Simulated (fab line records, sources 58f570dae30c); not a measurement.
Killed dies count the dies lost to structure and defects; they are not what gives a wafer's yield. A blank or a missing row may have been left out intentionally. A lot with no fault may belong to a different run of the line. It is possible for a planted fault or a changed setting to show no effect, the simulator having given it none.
A lot that was struck, set against a sound lot	flow berkeley cmos170	43 steps out of a route of 331
Sound: these wafers, L170.2, L170.3, L170.6. The struck wafers were L178.4, L178.5, L178.6. Last of all comes the cause.
Each step with rows lists, per side, the tool, then ch with its chambers, then its first start. Under that, the readings that differ: sound wafers	struck wafers	difference of the means	sigmas: that difference in standard deviations of wafers without a fault.
alike: readings with means less than 2 such deviations apart, plus words and numbers identical on both sides. not compared: withheld readings, readings lacking a value on some wafer, bounds such as >300 that could conceal the same value, and numbers that have no deviation in the record and whose values overlap.
Wherever a step has rows on one side only, a row that says differs or no value, or a row with sigmas, the two part there. Numbers that don't overlap but have no deviation are shown without sigmas and don't part them. A reading missing from all wafers of one side parts the sides only when that side holds two or more wafers.

UCB170_GATE_ETCH_15: etches poly-Si in HBr/Cl2, stops on SiO2, time 56.3 s, target depth 278.2 nm.
  sound on rie si-02 ch 1,3, day 8 19:01; struck on rie si-01 ch 2,3, day 10 03:22
  alike: drypump motor current A, oes product au, throttle valve pct
  not compared: rf hours counter h
UCB170_GATE_STRIP_16: strips in O2.
  sound on plasma asher-02 ch 0,1, day 8 19:04; struck on plasma asher-02 ch 0,1, day 10 03:27
  alike: drypump motor current A, oes product au
  not compared: rf hours counter h
UCB170_GATE_CD_MEAS_90: target cd 350 nm.
  sound on cd sem-02 at day 8 19:11; struck on cd sem-01 at day 10 03:35
  alike: cd nm
then, 7 steps without rows for these wafers: UCB170_GATE_CLEAN_17 (cleans in SPM, time 600 s); UCB170_PLDD_HMDS_00 (prime time 60 s); UCB170_PLDD_COAT_01 (resist thk 900 nm); UCB170_PLDD_SOFTBAKE_02 (time 60 s); UCB170_PLDD_EXPOSE_03 (exposes mask PSELECT, target cd 1200 nm); UCB170_PLDD_PEB_04; UCB170_PLDD_DEVELOP_05 (develop time 45 s).
UCB170_PLDD_CD_MEAS_06: target cd 1200 nm.
  sound on cd sem-02 at day 8 22:06; struck on cd sem-01 at day 10 05:58
  alike: cd nm
UCB170_PLDD_OVL_MEAS_07:
  sound on overlay-02 at day 8 22:12; struck on overlay-01 at day 10 06:02
  alike: PLDD_OVL
UCB170_PLDD_IMPLANT_08:
  sound on implanter-03 ch 0, day 8 22:16; struck on implanter-03 ch 0, day 10 06:08
reading	sound	struck	difference	sigmas
beam on s (s)	9.90 9.81 10.10	7.92 7.79 7.85	-2.08	-9
faraday current uA	160 161 157	200 203 201	+42	+13
then, 1 step without rows for these wafers: UCB170_PLDD_IMPLANT_09.
UCB170_PLDD_STRIP_10: strips in O2.
  sound on plasma asher-03 ch 0,1, day 8 22:32; struck on plasma asher-04 ch 0,1, day 10 06:23
reading	sound	struck	difference	sigmas
drypump motor current A (A)	5.3 5.6 5.3	6.6 6.1 6.6	+1.0	+2
  alike: oes product au, strip time to endpoint s
  not compared: rf hours counter h
UCB170_PLDD_TW_MEAS_11:
  sound on film metro-03 at day 8 22:38; struck on film metro-03 at day 10 06:43
reading	sound	struck	difference	sigmas
PLDD_TW	1010 1011 1009	978 978 978	-32	-4
  not compared: hold
then, 6 steps without rows for these wafers: UCB170_NLDD_HMDS_00 (prime time 60 s); UCB170_NLDD_COAT_01 (resist thk 900 nm); UCB170_NLDD_SOFTBAKE_02 (time 60 s); UCB170_NLDD_EXPOSE_03 (exposes mask NSELECT, target cd 1200 nm); UCB170_NLDD_PEB_04; UCB170_NLDD_DEVELOP_05 (develop time 42.84 s).
UCB170_NLDD_CD_MEAS_06: target cd 1200 nm.
  sound on cd sem-02 at day 9 00:28; struck on cd sem-01 at day 10 17:06
  alike: cd nm
UCB170_NLDD_OVL_MEAS_07:
  sound on overlay-02 at day 9 00:34; struck on overlay-01 at day 10 17:10
  alike: NLDD_OVL
then, 2 steps without rows for these wafers: UCB170_NLDD_IMPLANT_08; UCB170_NLDD_IMPLANT_09.
UCB170_NLDD_STRIP_10: strips in O2.
  the record has rows for the sound wafers here (plasma asher-02 ch 0,1, day 9 00:54) and none for the struck ones
UCB170_NLDD_TW_MEAS_11:
  the record holds rows for the sound wafers here (film metro-03, day 9 01:01) but none for the struck ones
then, 1 step without rows for these wafers: UCB170_NLDD_CLEAN_12 (cleans in SPM, time 600 s).
UCB170_SPACER_CVD_00: deposits SiO2 from TEOS/O2, target thk 376 nm, time 47 s.
  the record has rows for the sound wafers here (pecvd-01 ch 1,2, day 9 01:15) and none for the struck ones
UCB170_SPACER_THK_MEAS_01:
  the record holds rows for the sound wafers here (film metro-01, day 9 01:19) but none for the struck ones
then, 8 steps without rows for these wafers: UCB170_SPACER_ANNEAL_02 (time 1800 s); UCB170_SPACER_ETCHBACK_03 (etches SiO2 in CHF3/CF4/Ar, stops on Si, target depth 376 nm, time 100 s); UCB170_PSD_HMDS_00 (prime time 60 s); UCB170_PSD_COAT_01 (resist thk 900 nm); UCB170_PSD_SOFTBAKE_02 (time 60 s); UCB170_PSD_EXPOSE_03 (exposes mask PSELECT MOD, target cd 1200 nm); UCB170_PSD_PEB_04; UCB170_PSD_DEVELOP_05 (develop time 45 s).
UCB170_PSD_CD_MEAS_06: target cd 1200 nm.
  the record holds rows for the sound wafers here (cd sem-01, day 9 08:20) but none for the struck ones
UCB170_PSD_OVL_MEAS_07:
  the record holds rows for the sound wafers here (overlay-01, day 9 08:27) but none for the struck ones
UCB170_SDANNEAL_RS_MEAS_04: measurement is done with a four-point probe.
  the record holds rows for the sound wafers here (film metro-02, day 9 13:04) but none for the struck ones
then, 1 step without rows for these wafers: UCB170_M3_PROBE_99.

== WHERE THEY PART ==
Earliest at UCB170_PLDD_IMPLANT_08; latest, in this record, at UCB170_SDANNEAL_RS_MEAS_04.

WHY: what the simulator had put in
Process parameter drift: implanter-03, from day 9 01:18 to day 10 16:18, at UCB170_PLDD_IMPLANT_08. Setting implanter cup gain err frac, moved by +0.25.
